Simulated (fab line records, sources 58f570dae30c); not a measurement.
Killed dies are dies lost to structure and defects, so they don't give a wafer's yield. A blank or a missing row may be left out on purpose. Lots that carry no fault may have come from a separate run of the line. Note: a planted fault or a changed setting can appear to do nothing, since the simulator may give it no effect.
Lot-split experiment :: flow berkeley_cmos170 :: route with 331 steps; 5 lots, 23 wafers read

## ABOUT THE SPLIT
At UCB170_START_OXIDATION_02 (target thk 20 nm, ox time 1800 s), the setting temp_c was moved away from the recipe's 950 C on 20 of the 23 wafers read, by -2.3% to +3.0%. The other wafers ran this setting at the recipe's value.

There is no step in the file separating the split from the reading.

## THE READING
Values of START_OXIDE_THK in nm from UCB170_START_THK_MEAS_03. On this fab line, fault-free wafers typically give 20.0 nm with a standard deviation of 0.32 nm.

wafer: L074.1
tool, chamber at the split: -, -
temp_c as run, C: 963.3
against the recipe: +1.4%
START_OXIDE_THK, nm: 22.8
against lot-mates on the recipe: no lot-mate on the recipe

wafer: L074.3
tool, chamber at the split: -, -
temp_c as run, C: 963.3
against the recipe: +1.4%
START_OXIDE_THK, nm: 23.4
against lot-mates on the recipe: no lot-mate on the recipe

wafer: L074.4
tool, chamber at the split: -, -
temp_c as run, C: 963.3
against the recipe: +1.4%
START_OXIDE_THK, nm: 23.2
against lot-mates on the recipe: no lot-mate on the recipe

wafer: L074.5
tool, chamber at the split: -, -
temp_c as run, C: 963.3
against the recipe: +1.4%
START_OXIDE_THK, nm: 23.3
against lot-mates on the recipe: no lot-mate on the recipe

wafer: L074.6
tool, chamber at the split: -, -
temp_c as run, C: 963.3
against the recipe: +1.4%
START_OXIDE_THK, nm: 22.7
against lot-mates on the recipe: no lot-mate on the recipe

wafer: L077.2
tool, chamber at the split: -, -
temp_c as run, C: 978.3
against the recipe: +3.0%
START_OXIDE_THK, nm: 26.6
against lot-mates on the recipe: no lot-mate on the recipe

wafer: L077.3
tool, chamber at the split: -, -
temp_c as run, C: 978.3
against the recipe: +3.0%
START_OXIDE_THK, nm: 26.1
against lot-mates on the recipe: no lot-mate on the recipe

wafer: L077.4
tool, chamber at the split: -, -
temp_c as run, C: 978.3
against the recipe: +3.0%
START_OXIDE_THK, nm: 26.7
against lot-mates on the recipe: no lot-mate on the recipe

wafer: L077.5
tool, chamber at the split: -, -
temp_c as run, C: 978.3
against the recipe: +3.0%
START_OXIDE_THK, nm: 26.2
against lot-mates on the recipe: no lot-mate on the recipe

wafer: L077.6
tool, chamber at the split: -, -
temp_c as run, C: 978.3
against the recipe: +3.0%
START_OXIDE_THK, nm: 26.3
against lot-mates on the recipe: no lot-mate on the recipe

wafer: L081.2
tool, chamber at the split: -, -
temp_c as run, C: 928.2
against the recipe: -2.3%
START_OXIDE_THK, nm: 16.2
against lot-mates on the recipe: no lot-mate on the recipe

wafer: L081.3
tool, chamber at the split: -, -
temp_c as run, C: 928.2
against the recipe: -2.3%
START_OXIDE_THK, nm: 16.3
against lot-mates on the recipe: no lot-mate on the recipe

wafer: L081.4
tool, chamber at the split: -, -
temp_c as run, C: 928.2
against the recipe: -2.3%
START_OXIDE_THK, nm: 16.3
against lot-mates on the recipe: no lot-mate on the recipe

wafer: L081.5
tool, chamber at the split: -, -
temp_c as run, C: 928.2
against the recipe: -2.3%
START_OXIDE_THK, nm: 15.8
against lot-mates on the recipe: no lot-mate on the recipe

wafer: L081.6
tool, chamber at the split: -, -
temp_c as run, C: 928.2
against the recipe: -2.3%
START_OXIDE_THK, nm: 16.5
against lot-mates on the recipe: no lot-mate on the recipe

wafer: L084.1
tool, chamber at the split: furnace-04, 0
temp_c as run, C: 950
against the recipe: recipe
START_OXIDE_THK, nm: 19.8
against lot-mates on the recipe: -

wafer: L084.4
tool, chamber at the split: furnace-04, 0
temp_c as run, C: 950
against the recipe: recipe
START_OXIDE_THK, nm: 19.6
against lot-mates on the recipe: -

wafer: L084.5
tool, chamber at the split: furnace-04, 0
temp_c as run, C: 950
against the recipe: recipe
START_OXIDE_THK, nm: 19.6
against lot-mates on the recipe: -

wafer: L085.1
tool, chamber at the split: -, -
temp_c as run, C: 967.3
against the recipe: +1.8%
START_OXIDE_THK, nm: 23.1
against lot-mates on the recipe: no lot-mate on the recipe

wafer: L085.3
tool, chamber at the split: -, -
temp_c as run, C: 967.3
against the recipe: +1.8%
START_OXIDE_THK, nm: 23.5
against lot-mates on the recipe: no lot-mate on the recipe

wafer: L085.4
tool, chamber at the split: -, -
temp_c as run, C: 967.3
against the recipe: +1.8%
START_OXIDE_THK, nm: 23.7
against lot-mates on the recipe: no lot-mate on the recipe

wafer: L085.5
tool, chamber at the split: -, -
temp_c as run, C: 967.3
against the recipe: +1.8%
START_OXIDE_THK, nm: 23.3
against lot-mates on the recipe: no lot-mate on the recipe

wafer: L085.6
tool, chamber at the split: -, -
temp_c as run, C: 967.3
against the recipe: +1.8%
START_OXIDE_THK, nm: 23.3
against lot-mates on the recipe: no lot-mate on the recipe

THE FIT
A straight line over all 23 wafers: START_OXIDE_THK changes by +1.9 nm for each +1% of temp_c; r = +0.99; the points scatter about the line by 0.46 nm.
Too few moved wafers have a lot-mate on the recipe to fit a line with each lot's own level taken away.

## THE WHOLE CHAIN: every reading that the file lists as answering this split, in the file's order
step: UCB170_START_OXIDATION_02
what it does: target thk 20 nm, ox time 1800 s
reading: SiO2_of_START_OXIDATION_02.thk_nm (the simulator's own value, which no gauge read)
change (the file's fit): +1.91 nm for each +1% of the setting
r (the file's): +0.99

step: UCB170_START_THK_MEAS_03
what it does: 
reading: START_OXIDE_THK
change (the file's fit): +1.9 for each +1% of the setting
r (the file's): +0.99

## THE FILE'S OWN FIT
START_OXIDE_THK changes by +1.9 nm for each +1% of temp_c, r = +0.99.
